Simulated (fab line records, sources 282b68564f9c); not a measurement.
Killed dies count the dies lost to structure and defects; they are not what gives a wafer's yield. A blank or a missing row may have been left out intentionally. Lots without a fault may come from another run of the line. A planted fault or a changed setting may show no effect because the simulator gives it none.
fab line records	flow ritCmos
[record] lots = 6	wafers = 18	lastDay = 7
route steps=202 shown FOX2@24 NWELL@28 PWELL@39 WELLDRIVE@50 M1@202
lots untouched by any fault: they come from a run of this same line in which no faults occurred
startH: hours from the record's opening day to when the first of the lot's shown wafers began	waitH: how many hours have passed since the lot's step before this one	" same as the row above	L1.1+2: several wafers, shown together as one row	- value missing, or start not given	* or withheld: withheld	< > ~ a bound
route shown NAME@n: NAME is a module with steps in the file, n the number in the route of the first one	usual: mean/standard deviation taken from wafers without a fault	same: alike in all rows	chamber/n: place in a boat	sites: the reading at each site	_std_site: how widely they spread, as a standard deviation	_edge_site: inner sites' mean taken away from outer sites' mean	radiusMm: how far each site lies from the wafer's centre	mask NAME#n: copy n	behind: the tool/chamber that last shaped the wafer	hold: cause of the lot's hold/its duration in hours/its outcome	device: which transistor (n, p or np) failed to switch	end of line: tests of these same wafers at the route's end	for a step that has no rows: nothing shown but its recipe	killed: not the wafer's yield, but the dies lost to structure and defects at the first sort	map: per-die view of a wafer (x killed, . not killed, _ where there is no die)
set.NAME: the setting the step ran with; set.NAME@STEP: the setting that earlier step ran with	model.NAME: the simulator's own value behind a step, which no gauge read
a table for each step, a row for each wafer; lots at some steps of the route
services: a tool's chamber out of use, with start hour (startH, from the record's first day; less than 0 if before it), hours out, and reason
[[steps]]
[step RIT_FOX2_THK_MEAS_01]
[recipe] reads = SiO2_of_FOX2_OXIDATION_00
[usual] FOX2_OXIDE_THK = 361/5.5
lot.wafer	tool	chamber	startH	waitH	FOX2_OXIDE_THK[nm]
L200.2	filmMetro-02	-	58.49	0.0	364
L200.5	"	-	"	"	360
L200.6	"	-	"	"	362
L202.2	filmMetro-04	-	68.38	0.0	362
L202.3	"	-	"	"	363
L202.4	"	-	"	"	355
L204.1	filmMetro-04	-	79.72	0.0	363
L204.5	"	-	"	"	367
L204.6	"	-	"	"	370
L205.1	filmMetro-04	-	84.69	0.0	370
L205.5	"	-	"	"	365
L205.6	"	-	"	"	362
L209.1	filmMetro-02	-	105.74	0.0	367
L209.3	"	-	"	"	370
L209.5	"	-	"	"	371
L213.2	filmMetro-04	-	123.44	0.0	365
L213.4	"	-	"	"	363
L213.5	"	-	"	"	369
[step RIT_FOX2_CLEAN_02]
[recipe] chemistry = dHF	dilution = 50:1	timeS = 180
[step RIT_FOX2_WET_ETCH_03]
[recipe] chemistry = H3PO4	target = Si3N4	targetDepthNm = 195	tempC = 165	timeS = 2700
[step RIT_FOX2_THK_MEAS_90]
[recipe] reads = SiO2_of_FOX2_OXIDATION_00
[usual] FIELD_OXIDE_LEFT_1_THK = 334/5.5
lot.wafer	tool	chamber	startH	waitH	FIELD_OXIDE_LEFT_1_THK[nm]
L200.2	filmMetro-04	-	59.44	0.0	337
L200.5	"	-	"	"	332
L200.6	"	-	"	"	335
L202.2	filmMetro-02	-	69.38	0.0	335
L202.3	"	-	"	"	335
L202.4	"	-	"	"	328
L204.1	filmMetro-02	-	80.60	0.0	336
L204.5	"	-	"	"	340
L204.6	"	-	"	"	342
L205.1	filmMetro-01	-	85.64	0.0	342
L205.5	"	-	"	"	338
L205.6	"	-	"	"	334
L209.1	filmMetro-01	-	106.69	0.0	340
L209.3	"	-	"	"	343
L209.5	"	-	"	"	344
L213.2	filmMetro-01	-	124.33	0.0	337
L213.4	"	-	"	"	335
L213.5	"	-	"	"	342
[step RIT_NWELL_HMDS_00]
[recipe] primeTimeS = 60	primeTempC = 140
[step RIT_NWELL_COAT_01]
[recipe] resist = NOVOLAK	spinRpm = 2000	resistThkNm = 1300
[step RIT_NWELL_SOFTBAKE_02]
[recipe] resist = NOVOLAK	tempC = 90	timeS = 60
[step RIT_NWELL_EXPOSE_03]
[recipe] maskId = M2	na = 0.57	targetCdNm = 43900	doseMj = 250
[step RIT_NWELL_PEB_04]
[recipe] resist = NOVOLAK	tempC = withheld	timeS = withheld
[step RIT_NWELL_DEVELOP_05]
[recipe] resist = NOVOLAK	developTimeS = 68	devTempC = 23
[step RIT_NWELL_OVL_MEAS_06]
[usual] NWELL_OVL = 0.4/1.2
lot.wafer	tool	chamber	startH	waitH	NWELL_OVL[nm]
L200.2	overlay-01	-	60.50	-	-0.8
L200.5	"	-	"	"	0.8
L200.6	"	-	"	"	2.8
L202.2	overlay-01	-	70.32	-	-1.7
L202.3	"	-	"	"	-0.8
L202.4	"	-	"	"	-0.9
L204.1	overlay-02	-	81.68	-	-0.8
L204.5	"	-	"	"	2.1
L204.6	"	-	"	"	0.4
L205.1	overlay-02	-	86.66	-	0.7
L205.5	"	-	"	"	0.0
L205.6	"	-	"	"	0.2
L209.1	overlay-01	-	107.63	-	-2.7
L209.3	"	-	"	"	-0.8
L209.5	"	-	"	"	1.0
L213.2	overlay-01	-	125.39	-	1.7
L213.4	"	-	"	"	-1.7
L213.5	"	-	"	"	1.3
[step RIT_NWELL_HARDBAKE_07]
[recipe] resist = NOVOLAK	tempC = 140	timeS = 120
[step RIT_NWELL_IMPLANT_08]
[recipe] species = P	energyKev = 170	doseCm2 = 4.877e+13	tiltDeg = 7
[usual] beamEnergyKeV = 170.01/0.056
lot.wafer	tool	chamber	startH	waitH	beamEnergyKeV	model.implant.rpNm	model.implant.drpNm
L200.2	implanter-03	0	60.80	0.2	170.06	212.6	68.82
L200.5	"	0	"	"	170.13	212.6	68.82
L200.6	"	0	"	"	169.95	212.6	68.82
L202.2	implanter-02	0	70.62	0.2	170.07	212.5	68.82
L202.3	"	0	"	"	170.03	212.5	68.82
L202.4	"	0	"	"	170.06	212.5	68.82
L204.1	implanter-02	0	81.96	0.2	119.05	148	52.37
L204.5	"	0	"	"	119.00	148	52.37
L204.6	"	0	"	"	118.93	148	52.37
L205.1	implanter-04	0	86.94	0.2	170.01	210.1	68.82
L205.5	"	0	"	"	170.05	210.1	68.82
L205.6	"	0	"	"	169.99	210.1	68.82
L209.1	implanter-02	0	107.91	0.2	118.91	150.9	52.37
L209.3	"	0	"	"	119.04	150.9	52.37
L209.5	"	0	"	"	119.02	150.9	52.37
L213.2	implanter-03	0	125.70	0.2	169.91	211.7	68.82
L213.4	"	0	"	"	170.01	211.7	68.82
L213.5	"	0	"	"	170.05	211.7	68.82
[step RIT_NWELL_STRIP_09]
[recipe] chemistry = O2	timeS = 180	resist = NOVOLAK	platenTempC = withheld	powerW = 500	pressureMtorr = 4000	o2FlowSccm = 4000
[usual] drypumpMotorCurrentA = 5.8/0.39
[same] timeS = 180
lot.wafer	tool	chamber	startH	waitH	drypumpMotorCurrentA	rfHoursCounterH
L200.2	plasmaAsher-04	0	60.93	0.1	6.3	42
L200.5	"	0	"	"	6.3	-
L200.6	"	1	"	"	5.2	-
L202.2	plasmaAsher-04	1	70.75	0.1	5.3	43
L202.3	"	0	"	"	6.3	-
L202.4	"	1	"	"	5.3	-
L204.1	plasmaAsher-04	0	82.11	0.1	6.3	44
L204.5	"	1	"	"	5.3	-
L204.6	"	0	"	"	6.3	-
L205.1	plasmaAsher-03	1	87.09	0.1	5.7	32
L205.5	"	0	"	"	6.1	-
L205.6	"	1	"	"	5.7	-
L209.1	plasmaAsher-03	0	108.06	0.1	6.1	34
L209.3	"	1	"	"	5.7	-
L209.5	"	1	"	"	5.7	-
L213.2	plasmaAsher-01	1	125.82	0.1	5.2	1
L213.4	"	1	"	"	5.2	-
L213.5	"	1	"	"	5.3	-
[step RIT_NWELL_TW_MEAS_10]
[usual] NWELL_TW = 2143/12
lot.wafer	tool	chamber	startH	waitH	NWELL_TW
L200.2	filmMetro-04	-	61.11	0.1	2155
L200.5	"	-	"	"	2154
L200.6	"	-	"	"	2141
L202.2	filmMetro-01	-	70.93	0.1	2121
L202.3	"	-	"	"	2133
L202.4	"	-	"	"	2131
L204.1	filmMetro-01	-	82.29	0.1	1991
L204.5	"	-	"	"	1991
L204.6	"	-	"	"	1988
L205.1	filmMetro-01	-	87.27	0.1	2147
L205.5	"	-	"	"	2149
L205.6	"	-	"	"	2141
L209.1	filmMetro-01	-	108.24	0.1	1968
L209.3	"	-	"	"	1962
L209.5	"	-	"	"	1978
L213.2	filmMetro-03	-	126.01	0.1	2145
L213.4	"	-	"	"	2140
L213.5	"	-	"	"	2138
[step RIT_PWELL_HMDS_00]
[recipe] primeTimeS = 60	primeTempC = 140
[step RIT_PWELL_COAT_01]
[recipe] resist = NOVOLAK	spinRpm = 2000	resistThkNm = 1300
[step RIT_PWELL_SOFTBAKE_02]
[recipe] resist = NOVOLAK	tempC = 90	timeS = 60
[step RIT_PWELL_EXPOSE_03]
[recipe] maskId = M3	na = 0.57	targetCdNm = 43700	doseMj = 250
[step RIT_PWELL_PEB_04]
[recipe] resist = NOVOLAK	tempC = withheld	timeS = withheld
[step RIT_PWELL_DEVELOP_05]
[recipe] resist = NOVOLAK	developTimeS = 68	devTempC = 23
[step RIT_PWELL_OVL_MEAS_06]
[usual] PWELL_OVL = 0.3/1.4
lot.wafer	tool	chamber	startH	waitH	PWELL_OVL[nm]
L200.2	overlay-02	-	62.17	-	1.4
L200.5	"	-	"	"	0.7
L200.6	"	-	"	"	1.0
L202.2	overlay-02	-	71.95	-	1.6
L202.3	"	-	"	"	0.1
L202.4	"	-	"	"	2.4
L204.1	overlay-02	-	83.23	-	-1.0
L204.5	"	-	"	"	-1.3
L204.6	"	-	"	"	0.8
L205.1	overlay-01	-	88.21	-	-0.6
L205.5	"	-	"	"	-1.2
L205.6	"	-	"	"	0.7
L209.1	overlay-01	-	109.18	-	1.3
L209.3	"	-	"	"	-0.3
L209.5	"	-	"	"	2.1
L213.2	overlay-02	-	126.94	-	1.6
L213.4	"	-	"	"	2.5
L213.5	"	-	"	"	2.4
[step RIT_PWELL_HARDBAKE_07]
[recipe] resist = NOVOLAK	tempC = 140	timeS = 120
[step RIT_PWELL_IMPLANT_08]
[recipe] species = B	energyKev = 170	doseCm2 = 7e+13	tiltDeg = 7
[step RIT_PWELL_STRIP_09]
[recipe] chemistry = O2	timeS = 180	resist = NOVOLAK	platenTempC = withheld	powerW = 500	pressureMtorr = 4000	o2FlowSccm = 4000
[usual] drypumpMotorCurrentA = 5.9/0.33
[same] timeS = 180
lot.wafer	tool	chamber	startH	waitH	drypumpMotorCurrentA	rfHoursCounterH
L200.2	plasmaAsher-02	0	62.60	0.1	6.0	44
L200.5	"	1	"	"	6.0	-
L200.6	"	0	"	"	6.0	-
L202.2	plasmaAsher-04	1	72.38	0.1	5.2	43
L202.3	"	0	"	"	6.3	-
L202.4	"	1	"	"	5.3	-
L204.1	plasmaAsher-03	0	83.66	0.1	6.1	32
L204.5	"	0	"	"	6.1	-
L204.6	"	1	"	"	5.7	-
L205.1	plasmaAsher-03	0	88.64	0.1	6.1	32
L205.5	"	1	"	"	5.8	-
L205.6	"	0	"	"	6.1	-
L209.1	plasmaAsher-04	0	109.61	0.1	6.3	47
L209.3	"	0	"	"	6.3	-
L209.5	"	0	"	"	6.3	-
L213.2	plasmaAsher-04	1	127.37	0.1	5.3	49
L213.4	"	0	"	"	6.3	-
L213.5	"	1	"	"	5.3	-
[step RIT_PWELL_TW_MEAS_10]
[usual] PWELL_TW = 960/4.2
lot.wafer	tool	chamber	startH	waitH	PWELL_TW
L200.2	filmMetro-04	-	62.79	0.1	961
L200.5	"	-	"	"	962
L200.6	"	-	"	"	962
L202.2	filmMetro-01	-	72.57	0.1	967
L202.3	"	-	"	"	965
L202.4	"	-	"	"	963
L204.1	filmMetro-01	-	83.84	0.1	959
L204.5	"	-	"	"	962
L204.6	"	-	"	"	956
L205.1	filmMetro-03	-	88.82	0.1	960
L205.5	"	-	"	"	956
L205.6	"	-	"	"	959
L209.1	filmMetro-03	-	109.79	0.1	954
L209.3	"	-	"	"	955
L209.5	"	-	"	"	957
L213.2	filmMetro-04	-	127.56	0.1	960
L213.4	"	-	"	"	955
L213.5	"	-	"	"	952
[step RIT_WELLDRIVE_ANNEAL_00]
[recipe] tempC = 1100	timeS = 14700	ambient = N2
[step RIT_WELLDRIVE_RS_MEAS_01]
[recipe] thkMeasGauge = four-point-probe
[usual] NWELL_RS = 279.7/0.75
lot.wafer	tool	chamber	startH	waitH	NWELL_RS[ohm/sq]
L200.2	filmMetro-03	-	68.15	0.0	280.9
L200.5	"	-	"	"	280.2
L200.6	"	-	"	"	280.7
L202.2	filmMetro-04	-	78.32	0.0	278.7
L202.3	"	-	"	"	280.2
L202.4	"	-	"	"	279.4
L204.1	filmMetro-04	-	88.98	0.0	282.5
L204.5	"	-	"	"	282.2
L204.6	"	-	"	"	282.4
L205.1	filmMetro-04	-	93.96	0.0	279.6
L205.5	"	-	"	"	280.3
L205.6	"	-	"	"	279.9
L209.1	filmMetro-04	-	115.94	0.0	281.1
L209.3	"	-	"	"	281.9
L209.5	"	-	"	"	282.2
L213.2	filmMetro-01	-	132.93	0.0	278.7
L213.4	"	-	"	"	280.0
L213.5	"	-	"	"	279.4
[step RIT_WELLDRIVE_RS_MEAS_02]
[recipe] thkMeasGauge = four-point-probe
[usual] PWELL_RS = 429.6/1.4
lot.wafer	tool	chamber	startH	waitH	PWELL_RS[ohm/sq]
L200.2	filmMetro-03	-	68.27	0.1	429.5
L200.5	"	-	"	"	430.0
L200.6	"	-	"	"	429.9
L202.2	filmMetro-04	-	78.44	0.1	427.1
L202.3	"	-	"	"	426.7
L202.4	"	-	"	"	427.2
L204.1	filmMetro-04	-	89.10	0.1	429.8
L204.5	"	-	"	"	427.6
L204.6	"	-	"	"	428.8
L205.1	filmMetro-04	-	94.08	0.1	430.9
L205.5	"	-	"	"	430.6
L205.6	"	-	"	"	430.4
L209.1	filmMetro-04	-	116.06	0.1	431.2
L209.3	"	-	"	"	429.9
L209.5	"	-	"	"	429.1
L213.2	filmMetro-01	-	133.05	0.1	430.3
L213.4	"	-	"	"	430.4
L213.5	"	-	"	"	431.5
[step RIT_M1_PROBE_99]
[usual] killedAtContacts = 0.1/0.29	killedAtFrontEnd = 6.3/2.8	killedDies = 6.4/2.8	killedOpen = 3.3/1.7	killedShort = 3.1/1.9
[same] grossDies = 264	killed_at_M0_to_M3 = 0	killed_at_M4_up = 0	killedAtBackSide = 0	killedAtOther = 0
lot.wafer	tool	chamber	startH	waitH	killedAtContacts	killedAtFrontEnd	killedDies	killedOpen	killedShort	model.etest.nwellPinched.rsOhmSq	model.etest.wellEdgeLeft.lineOhmUm	model.etest.wellEdgeRight.lineOhmUm	model.etest.fieldPMetal.vtV	model.etest.fieldP.vtV	model.etest.isoNwellNwell.bvV	model.etest.vpnp.gain	model.etest.isoPplusPwell.lateralLog10AUm
L200.2	prober-01	-	97.46	0.1	0	11	11	6	5	338.9	186.9	187.5	-27.9	-12.5	22.46	1.055	-9.242
L200.5	prober-01	-	97.61	0.2	0	6	6	2	4	335.7	188.1	185.4	-28.61	-12.44	22.78	1.019	-9.262
L200.6	prober-01	-	97.66	0.2	0	4	4	2	2	338.8	186.3	185.7	-28.25	-12.49	22.01	1.023	-9.252
L202.2	prober-01	-	107.41	0.1	0	9	9	4	5	349.8	183.5	186.1	-27.63	-12.47	22.39	1.104	-9.214
L202.3	prober-01	-	107.46	0.2	1	13	14	5	9	343.7	188.2	187.5	-28.27	-12.51	22.47	1.098	-9.291
L202.4	prober-01	-	107.51	0.2	1	5	6	3	3	351.2	187.7	187.3	-28.21	-12.41	22.65	1.13	-9.237
L204.1	prober-01	-	119.21	0.1	0	6	6	3	3	358.9	194.6	191.6	-24.66	-11.03	23.3	1.152	-9.222
L204.5	prober-01	-	119.41	0.2	0	6	6	3	3	357.1	194.2	195.8	-25.24	-11.24	23.11	1.129	-9.181
L204.6	prober-01	-	119.46	0.2	0	6	6	3	3	360.8	195.1	195	-24.84	-11.19	23.26	1.165	-9.193
L205.1	prober-01	-	128.68	0.1	0	7	7	4	3	347.2	184	188.2	-27.15	-12.55	22.4	1.052	-9.252
L205.5	prober-01	-	128.88	0.2	0	4	4	2	2	344.9	184.6	186.4	-27.97	-12.51	22	1.078	-9.264
L205.6	prober-01	-	128.93	0.2	0	10	10	5	5	347	185.6	185.2	-27.71	-12.44	22.65	1.053	-9.276
L209.1	prober-02	-	146.34	0.1	0	7	7	4	3	360.3	192.9	195.2	-24.5	-11.19	23.1	1.157	-9.214
L209.3	prober-02	-	146.44	0.2	0	4	4	2	2	364	191.9	191.9	-24.53	-11.3	23.16	1.131	-9.202
L209.5	prober-02	-	146.54	0.2	0	4	4	2	2	367.4	193.2	192.2	-24.59	-11.22	23.3	1.137	-9.124
L213.2	prober-02	-	161.43	0.1	0	2	2	2	0	339.8	184.2	185.8	-28.57	-12.7	22.22	1.004	-9.24
L213.4	prober-02	-	161.53	0.2	0	6	6	3	3	344.3	184.5	184.4	-28.63	-12.53	22.37	1.025	-9.205
L213.5	prober-02	-	161.58	0.2	0	4	4	3	1	340.7	186.1	186.2	-28.63	-12.66	22.16	1.025	-9.211
// killed by level:class
L200.2 GATE:geometricParticle:short=4 GATE:geometricParticle:open=4 REOX:geometricParticle:short=1 SPACER:geometricParticle:open=1 SILICIDE:geometricParticle:open=1
L200.5 GATE:geometricParticle:short=2 FOX1:geometricParticle:short=1 REOX:geometricParticle:short=1 REOX:geometricParticle:open=1 SILICIDE:geometricParticle:open=1
L200.6 GATE:geometricParticle:open=2 FOX1:geometricParticle:short=1 GATE:geometricParticle:short=1
L202.2 GATE:geometricParticle:open=3 GATE:geometricParticle:short=2 SPACER:geometricParticle:short=2 REOX:geometricParticle:open=1 SILICIDE:geometricParticle:short=1
L202.3 GATE:geometricParticle:short=5 REOX:geometricParticle:short=3 FOX1:geometricParticle:open=2 SILICIDE:geometricParticle:open=2 CONTACT:geometricParticle:open=1 SILICIDE:geometricParticle:short=1
L202.4 SILICIDE:geometricParticle:short=2 FOX1:geometricParticle:open=1 GATE:geometricParticle:open=1 SILICIDE:geometricParticle:open=1 CONTACT:geometricParticle:short=1
L204.1 FOX1:geometricParticle:short=3 REOX:geometricParticle:open=2 GATE:geometricParticle:open=1
L204.5 REOX:geometricParticle:open=2 SPACER:geometricParticle:short=2 GATE:geometricParticle:short=1 SPACER:geometricParticle:open=1
L204.6 REOX:geometricParticle:open=2 GATE:geometricParticle:short=1 REOX:geometricParticle:short=1 SPACER:geometricParticle:short=1 SPACER:geometricParticle:open=1
L205.1 FOX1:geometricParticle:short=2 REOX:geometricParticle:open=2 GATE:geometricParticle:short=1 GATE:geometricParticle:open=1 SPACER:geometricParticle:open=1
L205.5 SILICIDE:geometricParticle:short=2 SILICIDE:geometricParticle:open=2
L205.6 FOX1:geometricParticle:short=2 GATE:geometricParticle:open=2 SILICIDE:geometricParticle:short=2 SILICIDE:geometricParticle:open=2 FOX1:geometricParticle:open=1 GATE:geometricParticle:short=1
L209.1 FOX1:geometricParticle:short=2 GATE:geometricParticle:open=2 FOX2:geometricParticle:short=1 FOX2:geometricParticle:open=1 SILICIDE:geometricParticle:open=1
L209.3 ACTIVE:geometricParticle:open=1 GATE:geometricParticle:short=1 GATE:geometricParticle:open=1 SPACER:geometricParticle:short=1
L209.5 GATE:geometricParticle:short=2 GATE:geometricParticle:open=1 SILICIDE:geometricParticle:open=1
L213.2 SPACER:geometricParticle:open=2
L213.4 SPACER:geometricParticle:short=2 ACTIVE:geometricParticle:open=1 GATE:geometricParticle:short=1 REOX:geometricParticle:open=1 SILICIDE:geometricParticle:open=1
L213.5 FOX1:geometricParticle:open=1 GATE:geometricParticle:short=1 GATE:geometricParticle:open=1 SPACER:geometricParticle:open=1
[[services]]
tool	chamber	startH	hours	kind
plasmaAsher-04	-	40.20	13.1	repair
implanter-02	-	56.59	8.4	repair
implanter-03	-	63.28	2.1	repair
plasmaAsher-03	-	71.77	2.8	pm
implanter-02	-	76.25	2.2	repair
plasmaAsher-04	-	83.19	3.2	repair
implanter-02	-	100.83	1.0	repair
plasmaAsher-01	-	108.75	9.0	pm
plasmaAsher-01	0	108.75	9.0	ventCycle
plasmaAsher-01	1	108.75	9.0	ventCycle
plasmaAsher-01	0	117.75	-	clean
plasmaAsher-01	1	117.75	-	clean
[[key]]
[firstSign] step = RIT_NWELL_IMPLANT_08	reading = beamEnergyKeV	direction = down	sigmas = 99+	usual = 170.01	struck = 118.99
[effect] step = RIT_NWELL_TW_MEAS_10	reading = NWELL_TW	direction = down	sigmas = 14	usual = 2143	struck = 1980
[effect] step = RIT_WELLDRIVE_RS_MEAS_01	reading = NWELL_RS	direction = up	sigmas = 3.1	usual = 279.7	struck = 282.1
[modelEffect] step = RIT_NWELL_IMPLANT_08	value = implant.rpNm	without = 216.5	struck = 149.5
[modelEffect] step = RIT_M1_PROBE_99	value = etest.nwellPinched.rsOhmSq	without = 344.5	struck = 361.4
metAt RIT_NWELL_IMPLANT_08
struckWafers L204.1,L204.5,L204.6,L209.1,L209.3,L209.5
testerLeftOut L204,L209
onsetBetween 70.62 81.96
[fault] kind = processParameterDrift	tool = implanter-02	chamber = -	onsetH = 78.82	steps = RIT_NWELL_IMPLANT_08	channel = energyKev	offset = -51	shape = step	endH = 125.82	actsIn = theseRecipesOnly	stated = 170
// testerLeftOut: of these lots the tester's yield and bins aren't shown, on N5 and GAA mostly nor the transistor test; their killed dies are dies lost to structure and defects alone, not to doping, threshold or leakage, so they don't give the yield
